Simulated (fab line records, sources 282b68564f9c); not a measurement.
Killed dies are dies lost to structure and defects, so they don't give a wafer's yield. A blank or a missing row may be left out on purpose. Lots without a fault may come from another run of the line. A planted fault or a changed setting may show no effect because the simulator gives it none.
Which tool did it? | flow rit_cmos | 13 lots, 39 wafers sampled, at 3 steps of a route of 202

WHAT THE GAUGES READ, wafer by wafer
RIT_M1_CD_MEAS_09: target cd 2600 nm.
lot  | measured    | on        | cd_nm (nm)
L374 | day 3 22:34 | cd_sem-02 | 2600.9 2602.0 2600.1
L375 | day 4 05:49 | cd_sem-02 | 2601.8 2603.3 2601.9
L376 | day 4 09:19 | cd_sem-02 | 2597.5 2598.3 2597.0
L377 | day 4 13:11 | cd_sem-02 | 2602.9 2601.6 2604.6
L378 | day 4 16:08 | cd_sem-02 | 2750.7 2749.7 2748.8
L379 | day 4 20:05 | cd_sem-01 | 2600.2 2599.6 2602.3
L380 | day 5 04:57 | cd_sem-02 | 2599.5 2598.7 2600.3
L382 | day 5 21:22 | cd_sem-02 | 2600.0 2599.1 2599.8
L386 | day 6 17:46 | cd_sem-01 | 2599.6 2600.6 2603.0
L390 | day 7 12:20 | cd_sem-02 | 2602.2 2599.7 2600.9
L392 | day 7 16:37 | cd_sem-01 | 2602.6 2601.1 2600.3
L393 | day 7 23:46 | cd_sem-01 | 2598.8 2597.4 2597.4
L394 | day 8 05:08 | cd_sem-02 | 2602.0 2600.6 2601.0

RIT_M1_CD_MEAS_90: target cd 2600 nm.
lot  | measured    | on        | cd_nm (nm)
L374 | day 3 23:31 | cd_sem-01 | 2604.1 2603.6 2603.4
L375 | day 4 06:44 | cd_sem-02 | 2601.9 2605.4 2604.1
L376 | day 4 10:14 | cd_sem-02 | 2599.9 2598.6 2596.7
L377 | day 4 14:23 | cd_sem-01 | 2602.6 2602.3 2603.8
L378 | day 4 17:04 | cd_sem-01 | 2751.7 2751.5 2748.5
L379 | day 4 21:10 | cd_sem-01 | 2601.9 2601.1 2604.9
L380 | day 5 05:52 | cd_sem-02 | 2601.8 2599.4 2603.0
L382 | day 5 22:17 | cd_sem-02 | 2602.6 2601.8 2600.7
L386 | day 6 18:58 | cd_sem-02 | 2602.4 2603.3 2605.5
L390 | day 7 13:16 | cd_sem-02 | 2603.4 2601.7 2602.3
L392 | day 7 17:33 | cd_sem-02 | 2603.3 2602.7 2601.2
L393 | day 8 00:43 | cd_sem-02 | 2603.0 2597.6 2601.2
L394 | day 8 06:07 | cd_sem-02 | 2602.7 2600.0 2603.2

WHICH TOOL RAN EACH LOT (tool, then ch and the chambers of the sampled wafers, then the start)
lot  | RIT_M1_EXPOSE_06
L374 | iline_stepper-02 ch 0, day 3 21:55
L375 | iline_stepper-02 ch 0, day 4 05:23
L376 | iline_stepper-02 ch 0, day 4 08:53
L377 | iline_stepper-02 ch 0, day 4 12:46
L378 | iline_stepper-02 ch 0, day 4 15:43
L379 | iline_stepper-02 ch 0, day 4 19:38
L380 | iline_stepper-01 ch 0, day 5 04:31
L382 | iline_stepper-01 ch 0, day 5 20:56
L386 | iline_stepper-01 ch 0, day 6 17:17
L390 | iline_stepper-02 ch 0, day 7 11:55
L392 | iline_stepper-02 ch 0, day 7 16:04
L393 | iline_stepper-01 ch 0, day 7 23:20
L394 | iline_stepper-01 ch 0, day 8 04:37
- RIT_M1_EXPOSE_06: exposes mask M12, target cd 2600 nm.

WHAT THE TOOLS THEMSELVES READ (means of the sampled wafers that have a number; where no wafer has one, the mark that the record gives instead)
RIT_M1_EXPOSE_06.
lot  | tool             | exposure_dose_mJ_cm2
L374 | iline_stepper-02 | 249.95
L375 | iline_stepper-02 | 249.84
L376 | iline_stepper-02 | 250.04
L377 | iline_stepper-02 | 250.05
L378 | iline_stepper-02 | 249.97
L379 | iline_stepper-02 | 249.93
L380 | iline_stepper-01 | 250.09
L382 | iline_stepper-01 | 250.01
L386 | iline_stepper-01 | 249.72
L390 | iline_stepper-02 | 250.11
L392 | iline_stepper-02 | 249.99
L393 | iline_stepper-01 | 249.78
L394 | iline_stepper-01 | 249.91

THE ANSWER, worked out from the rows above alone
Rule: what is usual is taken from the lots themselves. Put in order of their means at a reading, lots are off if they are a third of the lots or fewer, leave a main group of 4 or more, and stand apart from it by a gap of 3 or more times the standard deviation of the main group's means; of several such gaps the widest counts. A main group whose means are all the same, to the digits that the tables above print for the reading, isn't used. A lot without any number at a reading at which 4 lots or more have one is off too. The other lots that the step has rows for count as sound. The gauges are gone through in route order, then the tools' own readings, and for those a lot's mean is taken as printed above. The first step at which some lot is off is used, and at that step the reading that is off furthest; a lot without a number counts as furthest.
Off: L378, at RIT_M1_CD_MEAS_09 (cd_nm). The main group: mean 2600.5 nm, standard deviation 1.6.
A tool fits if, at a process step before that reading, it ran every lot that is off, and no sound lot after the first of them. The gauges at RIT_M1_CD_MEAS_09 aren't tried: what is off there is off at RIT_M1_CD_MEAS_90 too, on other tools, and a gauge's error can't cause that. None of those tried fits.

WHAT THE SIMULATOR HAD PUT IN
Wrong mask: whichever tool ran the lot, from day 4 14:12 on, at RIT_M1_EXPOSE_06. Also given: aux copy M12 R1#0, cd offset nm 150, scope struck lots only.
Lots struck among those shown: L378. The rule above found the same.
